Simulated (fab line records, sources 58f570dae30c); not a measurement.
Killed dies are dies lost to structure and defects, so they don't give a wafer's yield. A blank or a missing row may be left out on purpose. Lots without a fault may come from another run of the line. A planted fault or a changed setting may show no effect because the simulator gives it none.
Chamber matching | flow berkeley_cmos170 | UCB170_V2_ETCH_14 on rie_diel-03: 4 sister chambers
The step etches SiO2 in CHF3/CF4/Ar, stops on Al, target depth 1250 nm, time 291 s. 16 wafers are shown with their chamber, then 8 later ones without.

WAFERS WITH THEIR CHAMBER
wafer  | chamber | throttle_valve_pct (%) | drypump_motor_current_A (A) | oes_product_au (a.u.)
L076.1 | 0       | 6.90                   | 5.8                         | 0.872
L076.2 | 1       | 6.91                   | 6.8                         | 0.878
L076.5 | 1       | 6.92                   | 6.8                         | 0.879
L077.1 | 3       | 6.75                   | 6.1                         | 0.883
L077.4 | 0       | 6.89                   | 5.8                         | 0.867
L077.5 | 3       | 6.74                   | 6.1                         | 0.880
L082.1 | 0       | 6.88                   | 5.8                         | 0.863
L082.2 | 1       | 6.92                   | 6.8                         | 0.881
L082.4 | 3       | 6.76                   | 6.0                         | 0.876
L083.1 | 0       | 6.89                   | 5.8                         | 0.872
L083.2 | 2       | 6.97                   | 6.0                         | 0.885
L083.5 | 2       | 6.97                   | 6.0                         | 0.892
L088.1 | 2       | 6.98                   | 6.1                         | 0.883
L088.4 | 1       | 6.94                   | 6.7                         | 0.872
L088.6 | 2       | 6.98                   | 6.0                         | 0.883
L089.2 | 1       | 6.94                   | 6.7                         | 0.874

SIGNATURES (means of the wafers above)
reading                 | chamber 0 | chamber 1 | chamber 2 | chamber 3 | scatter within a chamber
throttle_valve_pct      | 6.8900    | 6.9260    | 6.9750    | 6.7500    | 0.0101
drypump_motor_current_A | 5.800     | 6.760     | 6.025     | 6.067     | 0.0467
oes_product_au          | 0.86850   | 0.87680   | 0.88575   | 0.87967   | 0.00399
Rule: a wafer's distance from a chamber is the root of the sum, over the readings, of the square of ((its reading less the chamber's mean) divided by the reading's scatter). The wafer belongs to the nearest chamber; if the next one is less than 2 further off, it can't be placed. The scatter: the root of (the sum of the squares of (reading less its chamber's mean) over the shown wafers, divided by (wafers less chambers)).

WAFERS WITHOUT THEIR CHAMBER
wafer  | throttle_valve_pct (%) | drypump_motor_current_A (A) | oes_product_au (a.u.)
L089.4 | 6.75                   | 6.1                         | 0.885
L089.6 | 6.89                   | 5.8                         | 0.871
L093.2 | 6.91                   | 6.7                         | 0.878
L093.3 | 6.97                   | 6.0                         | 0.871
L093.4 | 6.75                   | 6.1                         | 0.884
L095.3 | 6.75                   | 6.1                         | 0.877
L095.4 | 6.94                   | 6.7                         | 0.878
L095.5 | 6.89                   | 5.8                         | 0.869

WHICH CHAMBER EACH WENT THROUGH
wafer  | from the rows above | in truth
L089.4 | 3                   | 3
L089.6 | 0                   | 0
L093.2 | 1                   | 1
L093.3 | 2                   | 2
L093.4 | 3                   | 3
L095.3 | 3                   | 3
L095.4 | 1                   | 1
L095.5 | 0                   | 0
Placed correctly: 8 of 8. Can't be placed from these rows: 0. Placed wrongly: 0.
